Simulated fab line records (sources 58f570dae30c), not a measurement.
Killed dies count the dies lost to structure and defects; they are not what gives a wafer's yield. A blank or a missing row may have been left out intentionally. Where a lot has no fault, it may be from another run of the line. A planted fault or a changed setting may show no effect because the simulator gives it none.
Which tool did it? / flow berkeleyCmos170 / 7 lots, 21 wafers sampled, at 1 step of a route of 331

WHAT THE GAUGES SHOWED, per wafer
UCB170_CONTACT_CD_MEAS_90: the cd target is 700 nm.
lot=L318; measured=day 7 21:34; on=cdSem-01; cdNm (nm)=699.6 699.7 699.3
lot=L316; measured=day 7 23:42; on=cdSem-02; cdNm (nm)=698.7 699.1 699.5
lot=L320; measured=day 8 04:50; on=cdSem-01; cdNm (nm)=700.3 699.9 699.9
lot=L327; measured=day 9 16:34; on=cdSem-01; cdNm (nm)=701.8 699.8 700.0
lot=L334; measured=day 10 22:55; on=cdSem-01; cdNm (nm)=700.5 700.3 699.1
lot=L335; measured=day 11 12:52; on=cdSem-02; cdNm (nm)=697.8 698.4 697.8
lot=L338; measured=day 12 03:29; on=cdSem-01; cdNm (nm)=700.9 700.0 700.4

TOOL THAT RAN EACH LOT (tool first, then ch and the chambers of the sampled wafers, then the start)
The record holds no process step before these readings.

THE ANSWER, worked out from the rows above alone
Rule: usual is defined by the lots themselves. The widest of any qualifying gaps counts: lots, ordered by their means at a reading, are off when they make up no more than a third of the lots, leave a main group of 4 or more, and stand apart from it by 3 or more times the standard deviation of that group's means. A main group whose means are all the same, to the digits that the tables above print for the reading, isn't used. Also off: a lot with no number at a reading for which 4 or more lots have one. Any other lot the step has rows for is counted as sound.
No lot is off at any reading shown: from this, nothing can be told.

WHAT THE SIMULATOR PUT IN
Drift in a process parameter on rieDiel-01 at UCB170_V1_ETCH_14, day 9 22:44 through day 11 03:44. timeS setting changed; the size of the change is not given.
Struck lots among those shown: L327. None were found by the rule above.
